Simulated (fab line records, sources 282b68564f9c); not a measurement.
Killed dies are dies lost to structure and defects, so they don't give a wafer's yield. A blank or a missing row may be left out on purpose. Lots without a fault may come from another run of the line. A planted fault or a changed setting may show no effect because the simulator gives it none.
Which tool did it? | flow rit_cmos | 14 lots, 42 wafers sampled, at 1 step of a route of 202

WHAT THE GAUGES READ, wafer by wafer
The record holds no reading of a measuring or inspecting step that can be judged against a usual standard deviation.

WHICH TOOL RAN EACH LOT (tool, then ch and the chambers of the sampled wafers, then the start)
lot  | RIT_PLDD_DEVELOP_05
L999 | litho_track-01 ch 0, day 3 08:00
L100 | litho_track-01 ch 0, day 3 12:00
L102 | litho_track-01 ch 0, day 3 21:00
L107 | litho_track-01, day 5 03:00
L108 | litho_track-03, day 5 03:00
L110 | litho_track-01 ch 0, day 5 15:00
L113 | litho_track-03 ch 0, day 6 01:00
L114 | litho_track-04 ch 0, day 6 04:00
L115 | litho_track-03 ch 0, day 6 15:00
L116 | litho_track-03 ch 0, day 6 23:00
L117 | litho_track-03 ch 0, day 7 01:00
L118 | litho_track-04 ch 0, day 7 04:00
L120 | litho_track-04 ch 0, day 7 14:00
L121 | litho_track-04 ch 0, day 7 20:00
- RIT_PLDD_DEVELOP_05: develop time 50 s.

WHAT THE TOOLS THEMSELVES READ (means of the sampled wafers that have a number; where no wafer has one, the mark that the record gives instead)
RIT_PLDD_DEVELOP_05.
lot  | tool           | chill_plate_temp_C (C)
L999 | litho_track-01 | 23.07
L100 | litho_track-01 | 23.22
L102 | litho_track-01 | 22.97
L107 | litho_track-01 | -
L108 | litho_track-03 | -
L110 | litho_track-01 | 22.92
L113 | litho_track-03 | 22.88
L114 | litho_track-04 | 22.97
L115 | litho_track-03 | 22.95
L116 | litho_track-03 | 22.91
L117 | litho_track-03 | 23.00
L118 | litho_track-04 | 22.87
L120 | litho_track-04 | 23.11
L121 | litho_track-04 | 22.95

THE ANSWER, worked out from the rows above alone
Rule: what is usual is taken from the lots themselves. Put in order of their means at a reading, lots are off if they are a third of the lots or fewer, leave a main group of 4 or more, and stand apart from it by a gap of 3 or more times the standard deviation of the main group's means; of several such gaps the widest counts. A main group whose means are all the same, to the digits that the tables above print for the reading, isn't used. A lot without any number at a reading at which 4 lots or more have one is off too. The other lots that the step has rows for count as sound. The gauges are gone through in route order, then the tools' own readings, and for those a lot's mean is taken as printed above. The first step at which some lot is off is used, and at that step the reading that is off furthest; a lot without a number counts as furthest.
Off: L107, L108, at RIT_PLDD_DEVELOP_05 (chill_plate_temp_C). Without a number there: L107, L108. The main group: mean 22.98 C, standard deviation 0.098.
A tool fits if, at that step or a process step before it, it ran every lot that is off, and no sound lot after the first of them. None of those tried fits.

WHAT THE SIMULATOR HAD PUT IN
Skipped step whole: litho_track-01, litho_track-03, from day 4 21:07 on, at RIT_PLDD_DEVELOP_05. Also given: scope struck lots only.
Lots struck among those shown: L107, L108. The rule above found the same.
